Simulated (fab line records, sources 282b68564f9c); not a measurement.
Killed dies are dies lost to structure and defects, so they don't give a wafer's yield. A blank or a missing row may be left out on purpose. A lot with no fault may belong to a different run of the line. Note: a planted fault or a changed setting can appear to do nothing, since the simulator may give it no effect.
fab line records + flow ritCmos
record
- lots=5
- wafers=23
route steps=202 shown CONTACT@168 M1@184
startH: hours from the record's opening day to when the first of the lot's shown wafers began + waitH: hours from the lot's prior step to this one + " as in the row above + L1.1+2: several wafers, shown together as one row + - no value, or no start given + * or withheld: withheld + < > ~ a bound
route shown NAME@n: a module of which the file shows steps, and the number in the route of the first + usual: mean/standard deviation taken from wafers without a fault + same: alike in all rows + chamber/n: place in a boat + sites: readings site by site + _std_site: the standard deviation of these + _edge_site: outer sites' mean less inner sites' + radiusMm: for every site, how far away it sits from the centre of the wafer + mask NAME#n: copy n + behind: tool/chamber where the wafer was last shaped + hold: reason for holding the lot/hours on hold/outcome of the hold + device: whichever transistor did not switch (one of n, p or np) + end of line: the route-end tests of the same wafers + a step with no rows: only its recipe + killed: dies lost to structure and defects at the first sort, not the wafer's yield + map: shows each die of a wafer: x if killed, . if not, _ if none is there
set.NAME: the run value of the setting; set.NAME@STEP: its run value at that earlier step + model.NAME: the simulator's own value behind a step, which no gauge read
one table per step and one row per wafer, for lots whose settings were changed on purpose
## steps
# step RIT_CONTACT_CVD_00
# recipe
- material=SiO2
- targetThkNm=400
- precursor=TEOS
- tempC=390
- timeS=61
- rfW=400
| lot.wafer | tool     | chamber | startH | waitH | set.timeS | model.SiO2_of_CONTACT_CVD_00.thkNm |
|-----------|----------|---------|--------|-------|-----------|------------------------------------|
| L074.1    | pecvd-01 | 0       | 55.94  | 0.1   | 61        | 396.4                              |
| L074.3    | "        | 1       | "      | "     | 61        | 395.1                              |
| L074.4    | "        | 2       | "      | "     | 61        | 399.9                              |
| L074.5    | "        | 0       | "      | "     | 61        | 403.4                              |
| L074.6    | "        | 1       | "      | "     | 61        | 398                                |
| L079.1    | pecvd-02 | 0       | 80.80  | 0.1   | 61        | 400.1                              |
| L079.2    | "        | 1       | "      | "     | 52.66     | -                                  |
| L079.4    | "        | 1       | "      | "     | 61        | 401                                |
| L079.5    | "        | 2       | "      | "     | 61        | -                                  |
| L079.6    | "        | 0       | "      | "     | 52.66     | 350                                |
| L080.1    | pecvd-01 | 0       | 87.12  | 0.1   | 61        | 398                                |
| L080.3    | "        | 2       | "      | "     | 61        | -                                  |
| L080.4    | "        | 0       | "      | "     | 55.2      | 363.9                              |
| L080.5    | "        | 2       | "      | "     | 55.2      | 364.6                              |
| L080.6    | "        | 1       | "      | "     | 55.2      | -                                  |
| L084.2    | pecvd-04 | 2       | 106.88 | 0.0   | 61        | 386.4                              |
| L084.3+5  | "        | 1,2     | "      | "     | 54.62     | -                                  |
| L084.4    | "        | 0       | "      | "     | 61        | -                                  |
| L084.6    | "        | 1       | "      | "     | 61        | 399                                |
| L085.1    | pecvd-02 | 2       | 111.93 | 0.1   | 61        | 397.1                              |
| L085.4    | "        | 0       | "      | "     | 61        | 409.2                              |
| L085.5    | "        | 2       | "      | "     | 61        | 407.8                              |
# step RIT_CONTACT_THK_MEAS_01
# recipe
- reads=SiO2_of_CONTACT_CVD_00
# usual
- CONTACT_TEOS_THK=400/5.2
| lot.wafer | tool         | chamber | startH | waitH | set.timeS@CONTACT_CVD_00 | CONTACT_TEOS_THK[nm] |
|-----------|--------------|---------|--------|-------|--------------------------|----------------------|
| L074.1    | filmMetro-03 | -       | 55.99  | 0.0   | 61                       | 396                  |
| L074.3    | "            | -       | "      | "     | 61                       | 395                  |
| L074.4    | "            | -       | "      | "     | 61                       | 400                  |
| L074.5    | "            | -       | "      | "     | 61                       | 404                  |
| L074.6    | "            | -       | "      | "     | 61                       | 398                  |
| L079.1    | filmMetro-02 | -       | 80.85  | 0.0   | 61                       | 400                  |
| L079.2    | "            | -       | "      | "     | 52.66                    | 347                  |
| L079.4    | "            | -       | "      | "     | 61                       | 401                  |
| L079.5    | "            | -       | "      | "     | 61                       | 395                  |
| L079.6    | "            | -       | "      | "     | 52.66                    | 350                  |
| L080.1    | filmMetro-03 | -       | 87.17  | 0.0   | 61                       | 398                  |
| L080.3    | "            | -       | "      | "     | 61                       | 397                  |
| L080.4    | "            | -       | "      | "     | 55.2                     | 364                  |
| L080.5    | "            | -       | "      | "     | 55.2                     | 364                  |
| L080.6    | "            | -       | "      | "     | 55.2                     | 363                  |
| L084.2    | filmMetro-01 | -       | 106.94 | 0.0   | 61                       | 386                  |
| L084.3    | "            | -       | "      | "     | 54.62                    | 358                  |
| L084.4    | "            | -       | "      | "     | 61                       | 404                  |
| L084.5    | "            | -       | "      | "     | 54.62                    | 355                  |
| L084.6    | "            | -       | "      | "     | 61                       | 399                  |
| L085.1    | filmMetro-02 | -       | 111.98 | 0.0   | 61                       | 397                  |
| L085.4    | "            | -       | "      | "     | 61                       | 409                  |
| L085.5    | "            | -       | "      | "     | 61                       | 407                  |
# step RIT_CONTACT_DEVELOP_07
# recipe
- resist=NOVOLAK
- developTimeS=120
- devTempC=23
| lot.wafer      | tool          | chamber | startH | waitH | set.developTimeS |
|----------------|---------------|---------|--------|-------|------------------|
| L074.1+3+4+5+6 | lithoTrack-02 | 0       | -      | -     | 120              |
| L079.1+2+4+5+6 | lithoTrack-04 | 0       | -      | -     | 120              |
| L080.1+6       | lithoTrack-04 | 0       | -      | -     | 120              |
| L080.3+4+5     | "             | 0       | "      | "     | 132.7            |
| L084.2+5+6     | lithoTrack-01 | 0       | -      | -     | 104.6            |
| L084.3+4       | "             | 0       | "      | "     | 120              |
| L085.1+4+5     | lithoTrack-04 | 0       | -      | -     | 120              |
# step RIT_CONTACT_CD_MEAS_08
# recipe
- targetCdNm=1000
# usual
- cdNm=998.8/2.3
| lot.wafer | tool     | chamber | startH | waitH | set.developTimeS@CONTACT_DEVELOP_07 | cdNm   |
|-----------|----------|---------|--------|-------|-------------------------------------|--------|
| L074.1    | cdSem-02 | -       | 57.22  | -     | 120                                 | 997.5  |
| L074.3    | "        | -       | "      | "     | 120                                 | 995.8  |
| L074.4    | "        | -       | "      | "     | 120                                 | 997.8  |
| L074.5    | "        | -       | "      | "     | 120                                 | 996.5  |
| L074.6    | "        | -       | "      | "     | 120                                 | 998.5  |
| L079.1    | cdSem-02 | -       | 81.88  | -     | 120                                 | 998.7  |
| L079.2    | "        | -       | "      | "     | 120                                 | 998.3  |
| L079.4    | "        | -       | "      | "     | 120                                 | 1000.6 |
| L079.5    | "        | -       | "      | "     | 120                                 | 999.4  |
| L079.6    | "        | -       | "      | "     | 120                                 | 999.9  |
| L080.1    | cdSem-01 | -       | 88.33  | -     | 120                                 | 994.7  |
| L080.3    | "        | -       | "      | "     | 132.7                               | 1003.6 |
| L080.4    | "        | -       | "      | "     | 132.7                               | 1004.4 |
| L080.5    | "        | -       | "      | "     | 132.7                               | 1007.9 |
| L080.6    | "        | -       | "      | "     | 120                                 | 995.2  |
| L084.2    | cdSem-02 | -       | 108.33 | -     | 104.6                               | 983.1  |
| L084.3    | "        | -       | "      | "     | 120                                 | 996.1  |
| L084.4    | "        | -       | "      | "     | 120                                 | 995.9  |
| L084.5    | "        | -       | "      | "     | 104.6                               | 982.6  |
| L084.6    | "        | -       | "      | "     | 104.6                               | 982.9  |
| L085.1    | cdSem-02 | -       | 113.10 | -     | 120                                 | 1002.6 |
| L085.4    | "        | -       | "      | "     | 120                                 | 999.8  |
| L085.5    | "        | -       | "      | "     | 120                                 | 1000.9 |
# step RIT_CONTACT_HARDBAKE_10
# recipe
- resist=NOVOLAK
- tempC=140
- timeS=60
# step RIT_CONTACT_ETCH_11
# recipe
- targetDepthA=4800
- overEtchFrac=0.2
- stopOn=TiSi2
- chemistry=CHF3/CF4/Ar
- target=SiO2
- CHF3_flow_sccm=50
- cf4FlowSccm=10
- Ar_flow_sccm=100
- O2_flow_sccm=5
- pressureMtorr=100
- rfW=200
- timeS=320
| lot.wafer | tool       | chamber | startH | waitH | set.timeS@CONTACT_CVD_00 | set.developTimeS@CONTACT_DEVELOP_07 | model.CONTACT.featureDepthNm | model.etch.depthNm | model.CONTACT.cdNm |
|-----------|------------|---------|--------|-------|--------------------------|-------------------------------------|------------------------------|--------------------|--------------------|
| L074.1    | rieDiel-04 | 0       | 57.53  | 0.1   | 61                       | 120                                 | 396.4                        | 396.4              | 997.4              |
| L074.3    | "          | 2       | "      | "     | 61                       | 120                                 | 395.1                        | 395.1              | 995.4              |
| L074.4    | "          | 1       | "      | "     | 61                       | 120                                 | 399.9                        | 399.9              | 997.8              |
| L074.5    | "          | 1       | "      | "     | 61                       | 120                                 | 403.4                        | 403.4              | 996.3              |
| L074.6    | "          | 0       | "      | "     | 61                       | 120                                 | 398                          | 398                | 998.4              |
| L079.1    | rieDiel-03 | 2       | 82.19  | 0.1   | 61                       | 120                                 | 400.1                        | 400.1              | 999.4              |
| L079.2    | "          | 1       | "      | "     | 52.66                    | 120                                 | 346.4                        | -                  | 998.4              |
| L079.4    | "          | 0       | "      | "     | 61                       | 120                                 | 401                          | 401                | 1000               |
| L079.5    | "          | 3       | "      | "     | 61                       | 120                                 | 394.7                        | -                  | 999.6              |
| L079.6    | "          | 0       | "      | "     | 52.66                    | 120                                 | 350                          | 350                | 1000               |
| L080.1    | rieDiel-04 | 1       | 88.63  | 0.1   | 61                       | 120                                 | 398                          | 398                | 995                |
| L080.3    | "          | 2       | "      | "     | 61                       | 132.7                               | 396.6                        | -                  | 1004               |
| L080.4    | "          | 0       | "      | "     | 55.2                     | 132.7                               | 363.9                        | 363.9              | 1004               |
| L080.5    | "          | 3       | "      | "     | 55.2                     | 132.7                               | 364.6                        | 364.6              | 1008               |
| L080.6    | "          | 0       | "      | "     | 55.2                     | 120                                 | 363.3                        | -                  | 995.3              |
| L084.2    | rieDiel-02 | 2       | 108.62 | 0.1   | 61                       | 104.6                               | 386.4                        | 386.4              | 983.4              |
| L084.3    | "          | 1       | "      | "     | 54.62                    | 120                                 | 357.3                        | -                  | 995.7              |
| L084.4    | "          | 3       | "      | "     | 61                       | 120                                 | 404.2                        | -                  | 995.5              |
| L084.5    | "          | 0       | "      | "     | 54.62                    | 104.6                               | 355.2                        | -                  | 983                |
| L084.6    | "          | 1       | "      | "     | 61                       | 104.6                               | 399                          | 399                | 983.1              |
| L085.1    | rieDiel-03 | 2       | 113.41 | 0.1   | 61                       | 120                                 | 397.1                        | 397.1              | 1002               |
| L085.4    | "          | 3       | "      | "     | 61                       | 120                                 | 409.2                        | 409.2              | 1000               |
| L085.5    | "          | 2       | "      | "     | 61                       | 120                                 | 407.8                        | 407.8              | 1001               |
# step RIT_CONTACT_STRIP_12
# recipe
- chemistry=O2
- timeS=180
- resist=NOVOLAK
- platenTempC=withheld
- powerW=500
- pressureMtorr=4000
- o2FlowSccm=4000
# step RIT_CONTACT_CD_MEAS_90
# recipe
- targetCdNm=1000
# usual
- cdNm=998.9/2.3
| lot.wafer | tool     | chamber | startH | waitH | set.developTimeS@CONTACT_DEVELOP_07 | cdNm   |
|-----------|----------|---------|--------|-------|-------------------------------------|--------|
| L074.1    | cdSem-01 | -       | 57.90  | 0.1   | 120                                 | 997.5  |
| L074.3    | "        | -       | "      | "     | 120                                 | 995.4  |
| L074.4    | "        | -       | "      | "     | 120                                 | 997.7  |
| L074.5    | "        | -       | "      | "     | 120                                 | 996.2  |
| L074.6    | "        | -       | "      | "     | 120                                 | 998.6  |
| L079.1    | cdSem-01 | -       | 82.56  | 0.1   | 120                                 | 999.5  |
| L079.2    | "        | -       | "      | "     | 120                                 | 998.4  |
| L079.4    | "        | -       | "      | "     | 120                                 | 1000.6 |
| L079.5    | "        | -       | "      | "     | 120                                 | 999.6  |
| L079.6    | "        | -       | "      | "     | 120                                 | 999.8  |
| L080.1    | cdSem-01 | -       | 89.00  | 0.1   | 120                                 | 995.0  |
| L080.3    | "        | -       | "      | "     | 132.7                               | 1003.6 |
| L080.4    | "        | -       | "      | "     | 132.7                               | 1004.3 |
| L080.5    | "        | -       | "      | "     | 132.7                               | 1008.0 |
| L080.6    | "        | -       | "      | "     | 120                                 | 995.2  |
| L084.2    | cdSem-01 | -       | 109.01 | 0.1   | 104.6                               | 983.4  |
| L084.3    | "        | -       | "      | "     | 120                                 | 995.6  |
| L084.4    | "        | -       | "      | "     | 120                                 | 995.6  |
| L084.5    | "        | -       | "      | "     | 104.6                               | 983.3  |
| L084.6    | "        | -       | "      | "     | 104.6                               | 983.3  |
| L085.1    | cdSem-01 | -       | 113.78 | 0.1   | 120                                 | 1002.5 |
| L085.4    | "        | -       | "      | "     | 120                                 | 999.7  |
| L085.5    | "        | -       | "      | "     | 120                                 | 1001.2 |
# step RIT_M1_SPUTTER_00
# recipe
- material=Al
- targetThkNm=400
- powerW=2000
- chamberPressurePa=0.4
- gas=Ar
- timeS=500
- substrateTempC=25
| lot.wafer | tool          | chamber | startH | waitH | set.timeS | model.Al_of_M1_SPUTTER_00.thkNm |
|-----------|---------------|---------|--------|-------|-----------|---------------------------------|
| L074.1    | pvdSputter-01 | -       | 58.54  | 0.0   | 500       | 401.4                           |
| L074.3    | "             | -       | "      | "     | 500       | 392.8                           |
| L074.4    | "             | -       | "      | "     | 500       | 399                             |
| L074.5    | "             | -       | "      | "     | 500       | 398.1                           |
| L074.6    | "             | -       | "      | "     | 500       | 392.7                           |
| L079.1    | pvdSputter-02 | -       | 83.04  | 0.0   | 500       | 402.1                           |
| L079.2    | "             | -       | "      | "     | 436       | 346.9                           |
| L079.4    | "             | -       | "      | "     | 500       | 401.3                           |
| L079.5    | "             | -       | "      | "     | 436       | 352.5                           |
| L079.6    | "             | -       | "      | "     | 500       | 396.6                           |
| L080.1    | pvdSputter-04 | -       | 89.47  | 0.0   | 500       | 392.8                           |
| L080.3    | "             | -       | "      | "     | 465.9     | 368.7                           |
| L080.4    | "             | -       | "      | "     | 500       | 402.1                           |
| L080.5    | "             | -       | "      | "     | 500       | 396.8                           |
| L080.6    | "             | -       | "      | "     | 465.9     | 373.6                           |
| L084.2    | pvdSputter-01 | -       | 109.47 | 0.0   | 500       | 405.1                           |
| L084.3    | "             | -       | "      | "     | 572.1     | 462.2                           |
| L084.4    | "             | -       | "      | "     | 572.1     | 453.7                           |
| L084.5    | "             | -       | "      | "     | 572.1     | 459.9                           |
| L084.6    | "             | -       | "      | "     | 500       | 404.6                           |
| L085.1    | pvdSputter-02 | -       | 114.25 | 0.0   | 500       | 402.7                           |
| L085.4    | "             | -       | "      | "     | 500       | 399.3                           |
| L085.5    | "             | -       | "      | "     | 500       | 405.7                           |
# step RIT_M1_RS_MEAS_01
# recipe
- thkMeasGauge=four-point-probe
- reads=Al_of_M1_SPUTTER_00
# usual
- M1_AL_RS=0.0734/0.00082
| lot.wafer | tool         | chamber | startH | waitH | set.timeS@M1_SPUTTER_00 | M1_AL_RS[ohm/sq] |
|-----------|--------------|---------|--------|-------|-------------------------|------------------|
| L074.1    | filmMetro-01 | -       | 58.84  | 0.1   | 500                     | 0.0729           |
| L074.3    | "            | -       | "      | "     | 500                     | 0.0747           |
| L074.4    | "            | -       | "      | "     | 500                     | 0.0735           |
| L074.5    | "            | -       | "      | "     | 500                     | 0.0738           |
| L074.6    | "            | -       | "      | "     | 500                     | 0.0746           |
| L079.1    | filmMetro-01 | -       | 83.34  | 0.1   | 500                     | 0.0730           |
| L079.2    | "            | -       | "      | "     | 436                     | 0.0850           |
| L079.4    | "            | -       | "      | "     | 500                     | 0.0731           |
| L079.5    | "            | -       | "      | "     | 436                     | 0.0835           |
| L079.6    | "            | -       | "      | "     | 500                     | 0.0740           |
| L080.1    | filmMetro-01 | -       | 89.77  | 0.1   | 500                     | 0.0748           |
| L080.3    | "            | -       | "      | "     | 465.9                   | 0.0797           |
| L080.4    | "            | -       | "      | "     | 500                     | 0.0728           |
| L080.5    | "            | -       | "      | "     | 500                     | 0.0741           |
| L080.6    | "            | -       | "      | "     | 465.9                   | 0.0788           |
| L084.2    | filmMetro-04 | -       | 109.79 | 0.2   | 500                     | 0.0725           |
| L084.3    | "            | -       | "      | "     | 572.1                   | 0.0634           |
| L084.4    | "            | -       | "      | "     | 572.1                   | 0.0646           |
| L084.5    | "            | -       | "      | "     | 572.1                   | 0.0637           |
| L084.6    | "            | -       | "      | "     | 500                     | 0.0726           |
| L085.1    | filmMetro-04 | -       | 114.54 | 0.1   | 500                     | 0.0730           |
| L085.4    | "            | -       | "      | "     | 500                     | 0.0736           |
| L085.5    | "            | -       | "      | "     | 500                     | 0.0722           |
# step RIT_M1_THK_MEAS_02
# recipe
- thkMeasGauge=xrf
- reads=Al_of_M1_SPUTTER_00
# usual
- M1_AL_THK=403/5.2
| lot.wafer | tool         | chamber | startH | waitH | set.timeS@M1_SPUTTER_00 | M1_AL_THK[nm] |
|-----------|--------------|---------|--------|-------|-------------------------|---------------|
| L074.1    | filmMetro-01 | -       | 58.96  | 0.1   | 500                     | 408           |
| L074.3    | "            | -       | "      | "     | 500                     | 399           |
| L074.4    | "            | -       | "      | "     | 500                     | 405           |
| L074.5    | "            | -       | "      | "     | 500                     | 403           |
| L074.6    | "            | -       | "      | "     | 500                     | 399           |
| L079.1    | filmMetro-01 | -       | 83.46  | 0.1   | 500                     | 403           |
| L079.2    | "            | -       | "      | "     | 436                     | 349           |
| L079.4    | "            | -       | "      | "     | 500                     | 406           |
| L079.5    | "            | -       | "      | "     | 436                     | 356           |
| L079.6    | "            | -       | "      | "     | 500                     | 401           |
| L080.1    | filmMetro-01 | -       | 89.89  | 0.1   | 500                     | 399           |
| L080.3    | "            | -       | "      | "     | 465.9                   | 372           |
| L080.4    | "            | -       | "      | "     | 500                     | 408           |
| L080.5    | "            | -       | "      | "     | 500                     | 403           |
| L080.6    | "            | -       | "      | "     | 465.9                   | 378           |
| L084.2    | filmMetro-04 | -       | 109.90 | 0.1   | 500                     | 401           |
| L084.3    | "            | -       | "      | "     | 572.1                   | 461           |
| L084.4    | "            | -       | "      | "     | 572.1                   | 452           |
| L084.5    | "            | -       | "      | "     | 572.1                   | 456           |
| L084.6    | "            | -       | "      | "     | 500                     | 404           |
| L085.1    | filmMetro-04 | -       | 114.66 | 0.1   | 500                     | 403           |
| L085.4    | "            | -       | "      | "     | 500                     | 399           |
| L085.5    | "            | -       | "      | "     | 500                     | 405           |
# step RIT_M1_METAL_ETCH_12
# recipe
- stopOn=SiO2
- chemistry=Cl2/BCl3
- target=Al
- timeS=165
- overEtchFrac=0.5
- pressureMtorr=100
- targetDepthA=6000
- rfW=250
- Cl2_flow_sccm=60
- bcl3FlowSccm=50
# usual
- oesProductAu=0.769/0.012
| lot.wafer | tool        | chamber | startH | waitH | set.rfW | set.timeS@M1_SPUTTER_00 | oesProductAu |
|-----------|-------------|---------|--------|-------|---------|-------------------------|--------------|
| L074.1    | rieMetal-02 | 1       | 60.43  | 0.2   | 250     | 500                     | 0.760        |
| L074.3    | "           | 1       | "      | "     | 250     | 500                     | 0.743        |
| L074.4    | "           | 0       | "      | "     | 264.7   | 500                     | 0.768        |
| L074.5    | "           | 1       | "      | "     | 264.7   | 500                     | 0.750        |
| L074.6    | "           | 0       | "      | "     | 250     | 500                     | 0.761        |
| L079.1    | rieMetal-03 | 1       | 84.93  | 0.2   | 250     | 500                     | 0.776        |
| L079.2    | "           | 0       | "      | "     | 250     | 436                     | 0.727        |
| L079.4    | "           | 1       | "      | "     | 257.9   | 500                     | 0.773        |
| L079.5    | "           | 1       | "      | "     | 257.9   | 436                     | 0.722        |
| L079.6    | "           | 0       | "      | "     | 250     | 500                     | 0.782        |
| L080.1    | rieMetal-02 | 1       | 91.37  | 0.2   | 250     | 500                     | 0.746        |
| L080.3    | "           | 1       | "      | "     | 250     | 465.9                   | 0.721        |
| L080.4    | "           | 0       | "      | "     | 250     | 500                     | 0.770        |
| L080.5    | "           | 0       | "      | "     | 250     | 500                     | 0.771        |
| L080.6    | "           | 1       | "      | "     | 250     | 465.9                   | 0.729        |
| L084.2    | rieMetal-01 | 1       | 111.36 | 0.2   | 250     | 500                     | 0.787        |
| L084.3    | "           | 1       | "      | "     | 250     | 572.1                   | 0.850        |
| L084.4    | "           | 0       | "      | "     | 250     | 572.1                   | 0.821        |
| L084.5    | "           | 1       | "      | "     | 250     | 572.1                   | 0.843        |
| L084.6    | "           | 0       | "      | "     | 250     | 500                     | 0.767        |
| L085.1    | rieMetal-03 | 0       | 116.01 | 0.2   | 250     | 500                     | 0.784        |
| L085.4    | "           | 0       | "      | "     | 250     | 500                     | 0.782        |
| L085.5    | "           | 0       | "      | "     | 250     | 500                     | 0.779        |
## key
split
- step=RIT_CONTACT_CVD_00
- setting=timeS
- stated=61
- by=wafer
response
- step=RIT_CONTACT_CVD_00
- reading=model.SiO2_of_CONTACT_CVD_00.thkNm
- change=+3.65
- per=1%
- r=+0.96
response
- step=RIT_CONTACT_THK_MEAS_01
- reading=CONTACT_TEOS_THK
- change=+3.69
- per=1%
- r=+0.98
response
- step=RIT_CONTACT_ETCH_11
- reading=model.CONTACT.featureDepthNm
- change=+3.69
- per=1%
- r=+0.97
response
- step=RIT_CONTACT_ETCH_11
- reading=model.etch.depthNm
- change=+3.65
- per=1%
- r=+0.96
split
- step=RIT_CONTACT_DEVELOP_07
- setting=developTimeS
- stated=120
- by=wafer
response
- step=RIT_CONTACT_CD_MEAS_08
- reading=cdNm
- change=+1.01
- per=1%
- r=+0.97
response
- step=RIT_CONTACT_ETCH_11
- reading=model.CONTACT.cdNm
- change=+0.966
- per=1%
- r=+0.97
response
- step=RIT_CONTACT_CD_MEAS_90
- reading=cdNm
- change=+0.96
- per=1%
- r=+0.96
split
- step=RIT_M1_SPUTTER_00
- setting=timeS
- stated=500
- by=wafer
response
- step=RIT_M1_SPUTTER_00
- reading=model.Al_of_M1_SPUTTER_00.thkNm
- change=+3.82
- per=1%
- r=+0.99
response
- step=RIT_M1_RS_MEAS_01
- reading=M1_AL_RS
- change=-0.000717
- per=1%
- r=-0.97
response
- step=RIT_M1_THK_MEAS_02
- reading=M1_AL_THK
- change=+3.87
- per=1%
- r=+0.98
response
- step=RIT_M1_METAL_ETCH_12
- reading=oesProductAu
- change=+0.00431
- per=1%
- r=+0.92
split
- step=RIT_M1_METAL_ETCH_12
- setting=rfW
- stated=250
- by=wafer
response none clear
